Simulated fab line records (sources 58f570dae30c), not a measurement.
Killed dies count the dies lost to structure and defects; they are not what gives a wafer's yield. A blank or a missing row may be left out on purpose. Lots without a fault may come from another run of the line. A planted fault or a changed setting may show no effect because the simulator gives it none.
The tool behind it: which one? / flow berkeley_cmos170 / 14 lots, 42 wafers sampled, at 4 steps of a route of 331

## WHAT THE GAUGES READ, wafer by wafer
UCB170_CONTACT_CD_MEAS_15 targets a cd of 700 nm. Usual: cd_nm 700.0 nm, standard deviation 1.4.
lot=L677; measured=day 8 15:36; on=cd_sem-02; cd_nm (nm)=700.7 699.9 700.2; flag=
lot=L676; measured=day 8 18:27; on=cd_sem-02; cd_nm (nm)=699.8 699.8 700.4; flag=
lot=L678; measured=day 8 20:56; on=cd_sem-01; cd_nm (nm)=700.2 699.7 700.8; flag=
lot=L681; measured=day 9 17:07; on=cd_sem-01; cd_nm (nm)=699.7 698.4 700.3; flag=
lot=L680; measured=day 9 17:26; on=cd_sem-02; cd_nm (nm)=701.5 700.6 702.2; flag=
lot=L682; measured=day 9 18:02; on=cd_sem-02; cd_nm (nm)=701.6 701.9 701.5; flag=
lot=L683; measured=day 9 18:02; on=cd_sem-01; cd_nm (nm)=699.5 700.6 699.8; flag=
lot=L685; measured=day 10 05:04; on=cd_sem-02; cd_nm (nm)=702.2 699.6 701.1; flag=
lot=L684; measured=day 10 12:04; on=cd_sem-02; cd_nm (nm)=699.0 700.4 697.0; flag=
lot=L687; measured=day 10 22:16; on=cd_sem-02; cd_nm (nm)=702.7 701.1 702.3; flag=
lot=L689; measured=day 10 22:50; on=cd_sem-02; cd_nm (nm)=698.1 697.1 697.8; flag=
lot=L694; measured=day 11 23:58; on=cd_sem-02; cd_nm (nm)=701.8 700.3 701.3; flag=
lot=L692; measured=day 12 01:34; on=cd_sem-01; cd_nm (nm)=700.2 700.6 700.1; flag=
lot=L695; measured=day 12 09:07; on=cd_sem-02; cd_nm (nm)=700.9 701.7 700.8; flag=

UCB170_M3_CD_MEAS_90 targets a cd of 700 nm. Usual: cd_nm 700.3 nm, standard deviation 2.2.
lot=L677; measured=day 9 17:50; on=cd_sem-02; cd_nm (nm)=699.5 698.8 697.2; flag=
lot=L676; measured=day 9 18:10; on=cd_sem-02; cd_nm (nm)=706.9 703.7 702.8; flag=
lot=L678; measured=day 9 18:23; on=cd_sem-01; cd_nm (nm)=698.9 700.0 701.7; flag=
lot=L681; measured=day 10 13:33; on=cd_sem-01; cd_nm (nm)=697.9 698.7 699.7; flag=
lot=L680; measured=day 10 13:16; on=cd_sem-01; cd_nm (nm)=698.9 702.1 696.4; flag=
lot=L682; measured=day 10 13:22; on=cd_sem-01; cd_nm (nm)=698.8 700.9 701.1; flag=
lot=L683; measured=day 10 13:49; on=cd_sem-01; cd_nm (nm)=699.8 701.4 700.8; flag=
lot=L685; measured=day 10 20:23; on=cd_sem-02; cd_nm (nm)=698.9 698.4 698.1; flag=
lot=L684; measured=day 11 06:55; on=cd_sem-02; cd_nm (nm)=699.0 695.7 700.8; flag=
lot=L687; measured=day 11 15:29; on=cd_sem-02; cd_nm (nm)=697.9 699.3 697.5; flag=
lot=L689; measured=day 11 15:43; on=cd_sem-02; cd_nm (nm)=703.0 698.2 699.8; flag=
lot=L694; measured=day 12 19:32; on=cd_sem-01; cd_nm (nm)=700.7 699.7 697.9; flag=
lot=L692; measured=day 12 20:06; on=cd_sem-02; cd_nm (nm)=697.9 701.8 702.3; flag=
lot=L695; measured=day 13 03:19; on=cd_sem-01; cd_nm (nm)=696.4 700.0 701.0; flag=

## EACH LOT AND THE TOOL THAT RAN IT (in order: tool; ch and the chambers of the sampled wafers; start)
lot=L677; UCB170_V1_CVD_00=pecvd-04 ch 0,2, day 8 19:46; UCB170_M3_ETCH_17=rie_diel-01 ch 1,2,3, day 9 17:28
lot=L676; UCB170_V1_CVD_00=pecvd-04 ch 0,1, day 8 22:26; UCB170_M3_ETCH_17=rie_diel-02 ch 0,1,3, day 9 17:44
lot=L678; UCB170_V1_CVD_00=pecvd-04 ch 0,1, day 9 01:06; UCB170_M3_ETCH_17=rie_diel-01 ch 1,2,3, day 9 18:04
lot=L681; UCB170_V1_CVD_00=pecvd-02 ch 0,2, day 9 20:57; UCB170_M3_ETCH_17=rie_diel-01 ch 0,1,3, day 10 13:12
lot=L680; UCB170_V1_CVD_00=pecvd-04 ch 0,2, day 9 22:17; UCB170_M3_ETCH_17=rie_diel-04 ch 0,3, day 10 12:55
lot=L682; UCB170_V1_CVD_00=pecvd-03 ch 0,1, day 9 23:37; UCB170_M3_ETCH_17=rie_diel-02 ch 0,2,3, day 10 13:01
lot=L683; UCB170_V1_CVD_00=pecvd-02 ch 0,1,2, day 9 23:37; UCB170_M3_ETCH_17=rie_diel-04 ch 0,1,2, day 10 13:29
lot=L685; UCB170_V1_CVD_00=pecvd-03 ch 1,2, day 10 08:55; UCB170_M3_ETCH_17=rie_diel-04 ch 0,1, day 10 20:01
lot=L684; UCB170_V1_CVD_00=pecvd-02 ch 1,2, day 10 16:50; UCB170_M3_ETCH_17=rie_diel-01 ch 1,2,3, day 11 06:34
lot=L687; UCB170_V1_CVD_00=pecvd-02 ch 0,1,2, day 11 02:02; UCB170_M3_ETCH_17=rie_diel-01 ch 1,2, day 11 15:07
lot=L689; UCB170_V1_CVD_00=pecvd-02 ch 0,2, day 11 03:23; UCB170_M3_ETCH_17=rie_diel-04 ch 2,3, day 11 15:23
lot=L694; UCB170_V1_CVD_00=pecvd-03 ch 1,2, day 12 05:27; UCB170_M3_ETCH_17=rie_diel-01 ch 1,2, day 12 19:13
lot=L692; UCB170_V1_CVD_00=pecvd-02 ch 0,1,2, day 12 06:52; UCB170_M3_ETCH_17=rie_diel-01 ch 1,2,3, day 12 19:43
lot=L695; UCB170_V1_CVD_00=pecvd-03 ch 1,2, day 12 13:35; UCB170_M3_ETCH_17=rie_diel-01 ch 0,1,2, day 13 02:59
- UCB170_V1_CVD_00: deposits SiO2 from TEOS/O2, target thk 2000 nm, time 250 s.
- UCB170_M3_ETCH_17: etches BARC in N2/H2.

## WHAT THE TOOLS THEMSELVES READ (means of the sampled wafers that have a number; where no wafer has one, the mark that the record gives instead)
UCB170_V1_CVD_00. Usual: heater_power_w 266 W, standard deviation 51.
lot=L677; tool=pecvd-04; heater_power_w (W)=288; flag=
lot=L676; tool=pecvd-04; heater_power_w (W)=223; flag=
lot=L678; tool=pecvd-04; heater_power_w (W)=252; flag=
lot=L681; tool=pecvd-02; heater_power_w (W)=296; flag=
lot=L680; tool=pecvd-04; heater_power_w (W)=289; flag=
lot=L682; tool=pecvd-03; heater_power_w (W)=248; flag=
lot=L683; tool=pecvd-02; heater_power_w (W)=265; flag=
lot=L685; tool=pecvd-03; heater_power_w (W)=291; flag=
lot=L684; tool=pecvd-02; heater_power_w (W)=260; flag=
lot=L687; tool=pecvd-02; heater_power_w (W)=235; flag=
lot=L689; tool=pecvd-02; heater_power_w (W)=273; flag=
lot=L694; tool=pecvd-03; heater_power_w (W)=342; flag=
lot=L692; tool=pecvd-02; heater_power_w (W)=282; flag=
lot=L695; tool=pecvd-03; heater_power_w (W)=303; flag=

UCB170_M3_ETCH_17. Usual: drypump_motor_current_A 5.8 A, standard deviation 0.55; n2_flow_sccm 99.99 sccm, standard deviation 0.29; oes_product_au 0.994 a.u., standard deviation 0.016; throttle_valve_pct 13.28 %, standard deviation 0.18.
lot=L677; tool=rie_diel-01; drypump_motor_current_A (A)=6.3; n2_flow_sccm (sccm)=99.86; oes_product_au (a.u.)=0.990; throttle_valve_pct (%)=13.20; flag=
lot=L676; tool=rie_diel-02; drypump_motor_current_A (A)=6.0; n2_flow_sccm (sccm)=99.96; oes_product_au (a.u.)=0.989; throttle_valve_pct (%)=13.29; flag=
lot=L678; tool=rie_diel-01; drypump_motor_current_A (A)=6.2; n2_flow_sccm (sccm)=100.32; oes_product_au (a.u.)=0.999; throttle_valve_pct (%)=13.19; flag=
lot=L681; tool=rie_diel-01; drypump_motor_current_A (A)=5.7; n2_flow_sccm (sccm)=99.75; oes_product_au (a.u.)=0.988; throttle_valve_pct (%)=13.35; flag=
lot=L680; tool=rie_diel-04; drypump_motor_current_A (A)=5.8; n2_flow_sccm (sccm)=99.81; oes_product_au (a.u.)=0.985; throttle_valve_pct (%)=13.32; flag=
lot=L682; tool=rie_diel-02; drypump_motor_current_A (A)=5.6; n2_flow_sccm (sccm)=100.32; oes_product_au (a.u.)=1.004; throttle_valve_pct (%)=13.30; flag=
lot=L683; tool=rie_diel-04; drypump_motor_current_A (A)=5.5; n2_flow_sccm (sccm)=99.94; oes_product_au (a.u.)=0.995; throttle_valve_pct (%)=13.32; flag=
lot=L685; tool=rie_diel-04; drypump_motor_current_A (A)=5.1; n2_flow_sccm (sccm)=99.89; oes_product_au (a.u.)=0.996; throttle_valve_pct (%)=13.47; flag=
lot=L684; tool=rie_diel-01; drypump_motor_current_A (A)=6.3; n2_flow_sccm (sccm)=99.97; oes_product_au (a.u.)=0.999; throttle_valve_pct (%)=13.19; flag=
lot=L687; tool=rie_diel-01; drypump_motor_current_A (A)=6.5; n2_flow_sccm (sccm)=99.92; oes_product_au (a.u.)=0.991; throttle_valve_pct (%)=13.04; flag=
lot=L689; tool=rie_diel-04; drypump_motor_current_A (A)=6.0; n2_flow_sccm (sccm)=99.80; oes_product_au (a.u.)=0.991; throttle_valve_pct (%)=13.11; flag=
lot=L694; tool=rie_diel-01; drypump_motor_current_A (A)=6.5; n2_flow_sccm (sccm)=99.70; oes_product_au (a.u.)=0.990; throttle_valve_pct (%)=13.05; flag=
lot=L692; tool=rie_diel-01; drypump_motor_current_A (A)=6.2; n2_flow_sccm (sccm)=100.18; oes_product_au (a.u.)=1.001; throttle_valve_pct (%)=13.19; flag=
lot=L695; tool=rie_diel-01; drypump_motor_current_A (A)=5.9; n2_flow_sccm (sccm)=100.31; oes_product_au (a.u.)=0.996; throttle_valve_pct (%)=13.23; flag=

## THE ANSWER, worked out from the rows above alone
Rule: a lot is off if the mean of its wafers that have a number lies more than 3 standard deviations from the usual mean. A lot without any number at a reading at which 4 lots or more have one is off too. All remaining lots with rows at the step are treated as sound. First the gauges in route order, then the tools' own readings, where a lot's mean is used as printed above. At the first step where some lot is off, the reading lying furthest off is the one used; lots without a number count as furthest.
Nothing can be told from this: no lot is off at any reading shown.

## WHAT THE SIMULATOR HAD INSERTED
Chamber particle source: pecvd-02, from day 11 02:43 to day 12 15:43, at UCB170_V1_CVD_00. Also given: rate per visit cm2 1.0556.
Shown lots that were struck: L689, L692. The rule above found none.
